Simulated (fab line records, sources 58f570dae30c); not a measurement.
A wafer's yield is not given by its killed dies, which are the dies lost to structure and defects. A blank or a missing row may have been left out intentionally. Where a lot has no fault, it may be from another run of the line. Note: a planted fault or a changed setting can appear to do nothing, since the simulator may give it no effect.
fab line records | flow berkeleyCmos170
record lots=14 wafers=42 lastDay=12
route steps=331 shown PWELL@37 NSD@193 M2@291
lots that met no fault: taken from a fault-free run of the same line
startH: hours from the record's opening day to when the first of the lot's shown wafers began | waitH: time in hours since the lot's previous step | " as in the row above | L1.1+2: a row that stands for several wafers | - no value, or no start given | * or withheld: withheld | < > ~ a bound
route shown NAME@n: a module of which the file shows steps, and the number in the route of the first | usual: mean/standard deviation taken from wafers without a fault | same: alike in all rows | chamber/n: place in a boat | sites: per-site readings | _std_site: the standard deviation of these | _edge_site: inner sites' mean taken away from outer sites' mean | radiusMm: how far each site lies from the wafer's centre | mask NAME#n: copy n | behind: the most recent tool/chamber to have shaped the wafer | hold: what put the lot on hold/how long, in hours/how the hold closed | device: names the non-switching transistor (n, p or np) | end of line: the route-end tests of the same wafers | a step without rows: its recipe alone | killed: dies that structure and defects cost at the first sort, which is not the same as the wafer's yield | map: a wafer's dies, marking killed ones x, the rest . and places with no die _
set.NAME: the run value of the setting; set.NAME@STEP: its run value at that earlier step | model.NAME: the simulator's own value behind a step, which no gauge read
steps of the route over a sample of lots; a table a step, a row a wafer
services: the hour from which a tool's chamber was out of use, counted from the record's first day as startH (under 0 if before that day), plus the number of hours and why
## steps
# step UCB170_PWELL_THK_MEAS_03
# recipe reads=SiO2_of_PWELL_OXIDATION_02
# usual PWELL_OXIDE_THK=26.4/0.5
# columns lot.wafer tool chamber startH waitH PWELL_OXIDE_THK[nm]
L280.1 filmMetro-03 - 41.94 0.0 25.9
L280.3 " - " " 25.3
L280.5 " - " " 25.3
L281.2 filmMetro-01 - 52.56 0.1 25.7
L281.3 " - " " 26.0
L281.5 " - " " 25.6
L282.3 filmMetro-03 - 52.61 0.1 27.0
L282.4 " - " " 26.4
L282.6 " - " " 26.4
L284.3 filmMetro-02 - 65.60 0.0 26.5
L284.4 " - " " 26.4
L284.6 " - " " 26.8
L285.1 filmMetro-02 - 70.35 0.0 27.2
L285.2 " - " " 26.9
L285.3 " - " " 26.7
L286.1 filmMetro-03 - 75.34 0.0 26.8
L286.3 " - " " 26.2
L286.5 " - " " 26.8
L287.1 filmMetro-02 - 86.11 0.0 26.4
L287.4 " - " " 26.1
L287.6 " - " " 26.2
L291.2 filmMetro-01 - 103.37 0.0 26.3
L291.3 " - " " 26.2
L291.4 " - " " 26.6
L293.1 filmMetro-02 - 109.72 0.0 26.9
L293.3 " - " " 26.8
L293.4 " - " " 26.6
L297.2 filmMetro-03 - 127.00 0.0 26.3
L297.5 " - " " 25.8
L297.6 " - " " 26.6
L299.1 filmMetro-03 - 130.30 0.0 27.6
L299.4 " - " " 27.4
L299.6 " - " " 27.5
L300.2 filmMetro-03 - 139.53 0.0 26.2
L300.4 " - " " 26.2
L300.5 " - " " 26.2
L301.2 filmMetro-01 - 147.67 0.1 26.8
L301.3 " - " " 27.1
L301.6 " - " " 27.2
L303.2 filmMetro-01 - 161.68 0.0 25.9
L303.3 " - " " 25.5
L303.4 " - " " 25.9
# step UCB170_PWELL_IMPLANT_15
# recipe species=B doseCm2=5e+12 energyKev=60 tiltDeg=7
# usual beamOnS=10.02/0.2 doseIonsCm2=5e+12/5.7e+09 faradayCurrentUA=15.8/0.31 tiltDeg=6.997/0.02
# columns lot.wafer tool chamber startH waitH beamOnS doseIonsCm2 faradayCurrentUA tiltDeg
L280.1 implanter-04 0 51.29 0.1 10.07 5e+12 15.8 6.988
L280.3 " 0 " " 9.73 4.99e+12 16.2 7.013
L280.5 " 0 " " 9.78 4.992e+12 16.3 7.002
L282.3 implanter-03 0 61.82 0.1 10.21 5.006e+12 15.4 6.996
L282.4 " 0 " " 10.31 5.002e+12 15.3 6.971
L282.6 " 0 " " 10.14 5.003e+12 15.7 7.004
L281.2 implanter-04 0 62.07 0.1 9.99 5e+12 15.9 6.981
L281.3 " 0 " " 9.96 5.004e+12 15.8 7.005
L281.5 " 0 " " 10.18 4.998e+12 15.7 6.981
L284.3 implanter-01 0 75.78 0.1 10.15 4.999e+12 15.7 6.995
L284.4 " 0 " " 10.24 5e+12 15.5 7.017
L284.6 " 0 " " 10.27 5.005e+12 15.4 7.009
L285.1 implanter-04 0 80.30 0.1 10.03 4.999e+12 15.8 7.003
L285.2 " 0 " " 10.44 5.001e+12 15.2 6.983
L285.3 " 0 " " 9.59 5.001e+12 16.6 7.008
L286.1 implanter-01 0 84.49 0.1 10.16 5.009e+12 15.7 7.001
L286.3 " 0 " " 9.64 5.007e+12 16.3 6.972
L286.5 " 0 " " 9.79 5.002e+12 16.1 6.994
L287.1 implanter-03 0 96.23 0.1 9.90 5.001e+12 16.0 6.960
L287.4 " 0 " " 10.07 4.999e+12 15.7 6.977
L287.6 " 0 " " 9.78 5.005e+12 16.2 6.967
L291.2 implanter-04 0 111.81 0.1 10.38 9.43e+12 28.7 6.981
L291.3 " 0 " " 10.16 9.425e+12 29.5 6.994
L291.4 " 0 " " 9.88 9.427e+12 30.4 7.001
L293.1 implanter-04 0 115.80 0.1 10.01 9.422e+12 29.8 7.026
L293.3 " 0 " " 10.07 9.411e+12 29.6 6.994
L293.4 " 0 " " 9.87 9.411e+12 30.3 7.001
L297.2 implanter-03 0 135.01 0.1 10.37 5e+12 15.3 7.013
L297.5 " 0 " " 9.94 5.005e+12 15.9 6.998
L297.6 " 0 " " 10.04 5.006e+12 15.8 7.005
L299.1 implanter-03 0 135.26 0.1 9.98 5e+12 15.9 6.973
L299.4 " 0 " " 10.20 5e+12 15.6 6.989
L299.6 " 0 " " 9.91 5.004e+12 16.1 6.975
L300.2 implanter-01 0 146.72 0.1 9.81 5.009e+12 16.1 6.989
L300.4 " 0 " " 10.25 5e+12 15.4 6.975
L300.5 " 0 " " 9.86 5.007e+12 16.1 7.000
L301.2 implanter-03 0 158.64 0.1 9.71 4.996e+12 16.3 6.993
L301.3 " 0 " " 10.04 4.994e+12 15.9 7.015
L301.6 " 0 " " 10.01 5.008e+12 15.8 7.004
L303.2 implanter-03 0 171.12 0.1 10.05 5.008e+12 15.7 7.005
L303.3 " 0 " " 10.47 5.005e+12 15.1 6.996
L303.4 " 0 " " 10.18 4.996e+12 15.6 7.023
# step UCB170_PWELL_TW_MEAS_17
# usual PWELL_TW=379/4.3
# columns lot.wafer tool chamber startH waitH PWELL_TW
L280.1 filmMetro-02 - 51.54 0.1 377
L280.3 " - " " 378
L280.5 " - " " 376
L282.3 filmMetro-03 - 62.04 0.1 375
L282.4 " - " " 377
L282.6 " - " " 375
L281.2 filmMetro-02 - 62.30 0.1 378
L281.3 " - " " 377
L281.5 " - " " 378
L284.3 filmMetro-02 - 76.00 0.1 376
L284.4 " - " " 375
L284.6 " - " " 378
L285.1 filmMetro-02 - 80.55 0.1 375
L285.2 " - " " 376
L285.3 " - " " 375
L286.1 filmMetro-03 - 84.74 0.1 376
L286.3 " - " " 376
L286.5 " - " " 375
L287.1 filmMetro-02 - 96.51 0.1 375
L287.4 " - " " 376
L287.6 " - " " 374
L291.2 filmMetro-02 - 112.04 0.1 456
L291.3 " - " " 454
L291.4 " - " " 457
L293.1 filmMetro-02 - 116.05 0.1 455
L293.3 " - " " 457
L293.4 " - " " 455
L297.2 filmMetro-01 - 135.24 0.1 380
L297.5 " - " " 382
L297.6 " - " " 380
L299.1 filmMetro-01 - 135.51 0.1 382
L299.4 " - " " 382
L299.6 " - " " 384
L300.2 filmMetro-01 - 146.96 0.1 385
L300.4 " - " " 384
L300.5 " - " " 386
L301.2 filmMetro-03 - 158.87 0.1 373
L301.3 " - " " 373
L301.6 " - " " 374
L303.2 filmMetro-01 - 171.35 0.1 385
L303.3 " - " " 384
L303.4 " - " " 386
# step UCB170_NSD_CD_MEAS_06
# recipe targetCdNm=1200
# usual cdNm=1200.1/1.3
# columns lot.wafer tool chamber startH waitH cdNm
L280.1 cdSem-01 - 145.72 - 1198.0
L280.3 " - " " 1197.8
L280.5 " - " " 1198.9
L282.3 cdSem-02 - 145.81 - 1199.8
L282.4 " - " " 1199.9
L282.6 " - " " 1199.4
L281.2 cdSem-01 - 146.07 - 1201.3
L281.3 " - " " 1201.2
L281.5 " - " " 1201.7
L284.3 cdSem-01 - 171.72 - 1201.6
L284.4 " - " " 1200.4
L284.6 " - " " 1199.5
L285.1 cdSem-02 - 171.75 - 1198.8
L285.2 " - " " 1199.8
L285.3 " - " " 1199.4
L286.1 cdSem-01 - 171.95 - 1202.3
L286.3 " - " " 1202.0
L286.5 " - " " 1201.9
L287.1 cdSem-01 - 183.70 - 1199.2
L287.4 " - " " 1198.5
L287.6 " - " " 1200.3
L293.1 cdSem-01 - 209.78 - 1201.3
L293.3 " - " " 1199.5
L293.4 " - " " 1198.8
L291.2 cdSem-01 - 210.31 - 1201.3
L291.3 " - " " 1199.3
L291.4 " - " " 1199.4
L299.1 cdSem-01 - 220.44 - 1198.3
L299.4 " - " " 1200.3
L299.6 " - " " 1198.8
L297.2 cdSem-01 - 220.74 - 1198.6
L297.5 " - " " 1197.8
L297.6 " - " " 1198.6
L300.2 cdSem-02 - 239.24 - 1200.6
L300.4 " - " " 1200.4
L300.5 " - " " 1199.4
L301.2 cdSem-01 - 249.14 - 1198.2
L301.3 " - " " 1197.7
L301.6 " - " " 1199.3
L303.2 cdSem-02 - 260.03 - 1201.3
L303.3 " - " " 1199.1
L303.4 " - " " 1201.6
# step UCB170_M2_CD_MEAS_90
# recipe targetCdNm=700
# usual cdNm=698/3.1
# columns lot.wafer tool chamber startH waitH cdNm
L280.1 cdSem-01 - 163.42 0.1 702
L280.3 " - " " 700
L280.5 " - " " 696
L281.2 cdSem-01 - 166.98 0.1 699
L281.3 " - " " 702
L281.5 " - " " 703
L282.3 cdSem-02 - 167.24 0.1 700
L282.4 " - " " 697
L282.6 " - " " 701
L284.3 cdSem-02 - 192.59 0.1 701
L284.4 " - " " 700
L284.6 " - " " 702
L286.1 cdSem-02 - 197.78 0.1 699
L286.3 " - " " 697
L286.5 " - " " 697
L285.1 cdSem-01 - 197.97 0.1 700
L285.2 " - " " 701
L285.3 " - " " 698
L287.1 cdSem-02 - 201.80 0.1 696
L287.4 " - " " 701
L287.6 " - " " 699
L293.1 cdSem-01 - 229.69 0.1 695
L293.3 " - " " 693
L293.4 " - " " 694
L291.2 cdSem-01 - 231.25 0.1 699
L291.3 " - " " 700
L291.4 " - " " 700
L299.1 cdSem-01 - 243.96 0.1 703
L299.4 " - " " 697
L299.6 " - " " 703
L297.2 cdSem-01 - 245.54 0.1 696
L297.5 " - " " 698
L297.6 " - " " 694
L300.2 cdSem-02 - 260.79 0.1 698
L300.4 " - " " 695
L300.5 " - " " 697
L301.2 cdSem-01 - 269.74 0.1 701
L301.3 " - " " 705
L301.6 " - " " 694
L303.2 cdSem-02 - 285.67 0.1 698
L303.3 " - " " 696
L303.4 " - " " 699
## services
# columns tool chamber startH hours kind
implanter-03 - 114.14 3.8 pm
implanter-01 - 128.81 3.7 pm
implanter-01 - 165.12 2.4 repair
## key
firstSign step=UCB170_PWELL_IMPLANT_15 reading=doseIonsCm2 direction=up sigmas=99+ usual=5e+12 struck=9.421e+12
effect step=UCB170_PWELL_IMPLANT_15 reading=faradayCurrentUA direction=up sigmas=44 usual=15.8 struck=29.7
effect step=UCB170_PWELL_TW_MEAS_17 reading=PWELL_TW direction=up sigmas=18 usual=379 struck=456
metAt UCB170_PWELL_IMPLANT_15
struckLots L291,L293
testerLeftOut L291,L293
notActingAt UCB170_PWELL_THK_MEAS_03,UCB170_NSD_CD_MEAS_06,UCB170_M2_CD_MEAS_90
onsetBetween 80.30 111.81
fault kind=processParameterDrift tool=implanter-04 chamber=- onsetH=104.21 steps=UCB170_PWELL_IMPLANT_15 channel=doseCm2 offset=4.4235e+12 shape=step endH=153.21 actsIn=theseRecipesOnly stated=5e+12
# testerLeftOut: of these lots the tester's yield and bins aren't shown, on N5 and GAA mostly nor the transistor test; their killed dies are dies lost to structure and defects alone, not to doping, threshold or leakage, so they don't give the yield
